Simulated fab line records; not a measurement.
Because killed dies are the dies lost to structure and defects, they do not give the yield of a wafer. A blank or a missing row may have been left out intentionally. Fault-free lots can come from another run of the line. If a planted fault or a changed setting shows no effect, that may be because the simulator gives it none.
Which of the tools did it?	flow berkeley cmos170	Sampling: 15 lots, 45 wafers, 4 of 331 route steps

== WHAT THE GAUGES SHOWED, per wafer ==
UCB170_V2_THK_MEAS_04.
lot	measured	on	V2_POLISHED_THK (nm)
L580	day 9 04:19	film metro-04	999.8 998.7 999.4
L582	day 9 13:43	film metro-04	998.3 999.5 1000.0
L583	day 9 15:42	film metro-01	1000.8 1000.8 1000.5
L585	day 9 16:10	film metro-02	1000.7 1000.0 1001.7
L584	day 9 17:12	film metro-01	999.3 998.9 1000.3
L581	day 9 19:33	film metro-01	1000.9 1002.0 1000.6
L587	day 10 05:32	film metro-02	1000.1 1000.3 998.5
L589	day 10 23:07	film metro-01	999.7 998.8 998.3
L591	day 11 14:45	film metro-02	1000.2 1001.8 998.9
L592	day 11 15:41	film metro-04	998.5 998.2 998.6
L594	day 11 17:44	film metro-02	1001.4 1002.2 1000.6
L595	day 12 02:30	film metro-01	998.6 999.3 997.5
L598	day 13 05:19	film metro-04	1002.0 999.6 999.2
L599	day 13 04:44	film metro-04	998.8 999.2 998.9
L597	day 13 05:37	film metro-02	997.5 999.0 999.2

UCB170_M3_BOW_MEAS_20.
lot	measured	on	M3_BOW (um)
L580	day 9 11:10	film metro-02	37 43 46
L582	day 9 19:38	film metro-03	45 26 52
L583	day 9 20:58	film metro-04	28 43 32
L585	day 9 22:16	film metro-04	43 28 40
L584	day 9 22:53	film metro-02	30 35 35
L581	day 10 00:22	film metro-03	30 37 21
L587	day 10 10:03	film metro-02	37 32 30
L589	day 11 07:47	film metro-04	36 28 30
L591	day 12 00:37	film metro-02	30 26 37
L592	day 12 02:40	film metro-04	31 31 40
L594	day 12 02:11	film metro-04	25 30 27
L595	day 12 08:22	film metro-03	25 51 25
L598	day 13 11:02	film metro-02	33 36 44
L599	day 13 10:26	film metro-03	45 43 38
L597	day 13 11:24	film metro-03	34 22 38

== TOOL THAT RAN EACH LOT (tool first, then ch and the chambers of the sampled wafers, then the start) ==
lot	UCB170_SILICIDE_WET_ETCH_05	UCB170_V2_CMP_02
L580	wet bench-04 ch 3, day 8 10:49	cmp-01 ch 0,3, day 9 03:57
L582	wet bench-04 ch 0, day 8 20:52	cmp-01 ch 2,3, day 9 13:18
L583	wet bench-04 ch 2, day 8 21:07	cmp-02 ch 1,3, day 9 15:16
L585	wet bench-04 ch 3, day 8 21:18	cmp-01 ch 0,1,2, day 9 15:45
L584	wet bench-04 ch 2, day 8 21:38	cmp-02 ch 2,3, day 9 16:46
L581	wet bench-04 ch 2, day 8 21:55	cmp-01 ch 0,2, day 9 19:08
L587	wet bench-04 ch 1, day 9 12:53	cmp-02 ch 0,1,2, day 10 05:13
L589	wet bench-01 ch 2, day 10 03:39	cmp-01 ch 0,3, day 10 22:41
L591	wet bench-04 ch 0, day 10 20:57	cmp-02 ch 0,2,3, day 11 14:23
L592	wet bench-04 ch 0, day 10 20:57	cmp-02 ch 1,2, day 11 15:15
L594	wet bench-01 ch 0, day 11 00:37	cmp-01 ch 2,3, day 11 17:19
L595	wet bench-04 ch 0, day 11 06:46	cmp-02 ch 0,2,3, day 12 02:11
L598	wet bench-04 ch 2, day 12 01:56	cmp-01 ch 1,2,3, day 13 04:53
L599	wet bench-04 ch 1, day 12 01:56	cmp-01 ch 0,3, day 13 04:17
L597	wet bench-04 ch 0, day 12 02:22	cmp-01 ch 0,1,2, day 13 05:17
- UCB170_SILICIDE_WET_ETCH_05: etches Ti in SPM, time 45 s.
- UCB170_V2_CMP_02: polishes SiO2.

== AS READ BY THE TOOLS THEMSELVES (means over the sampled wafers that have a number; for cases with no such wafer, the mark the record gives instead) ==
UCB170_V2_CMP_02.
lot	tool	motor current A (A)
L580	cmp-01	17.0
L582	cmp-01	16.5
L583	cmp-02	16.2
L585	cmp-01	16.4
L584	cmp-02	17.9
L581	cmp-01	16.5
L587	cmp-02	16.6
L589	cmp-01	16.1
L591	cmp-02	16.8
L592	cmp-02	16.7
L594	cmp-01	16.4
L595	cmp-02	17.2
L598	cmp-01	17.1
L599	cmp-01	16.6
L597	cmp-01	16.1

== THE ANSWER, worked out from the rows above alone ==
Rule: usual is defined by the lots themselves. Put in order of their means at a reading, lots are off if they are a third of the lots or fewer, leave a main group of 4 or more, and stand apart from it by a gap of 3 or more times the standard deviation of the main group's means; of several such gaps the widest counts. If all means in a main group match to the digits the tables above print for the reading, that group is not used. A lot without any number at a reading at which 4 lots or more have one is off too. All remaining lots with rows at the step are treated as sound. First the gauges in route order, then the tools' own readings, where a lot's mean is used as printed above. At the first step where some lot is off, the reading lying furthest off is the one used; lots without a number count as furthest.
No lot is off at any reading shown: from this, nothing can be told.

== WHAT HAD BEEN PUT IN BY THE SIMULATOR ==
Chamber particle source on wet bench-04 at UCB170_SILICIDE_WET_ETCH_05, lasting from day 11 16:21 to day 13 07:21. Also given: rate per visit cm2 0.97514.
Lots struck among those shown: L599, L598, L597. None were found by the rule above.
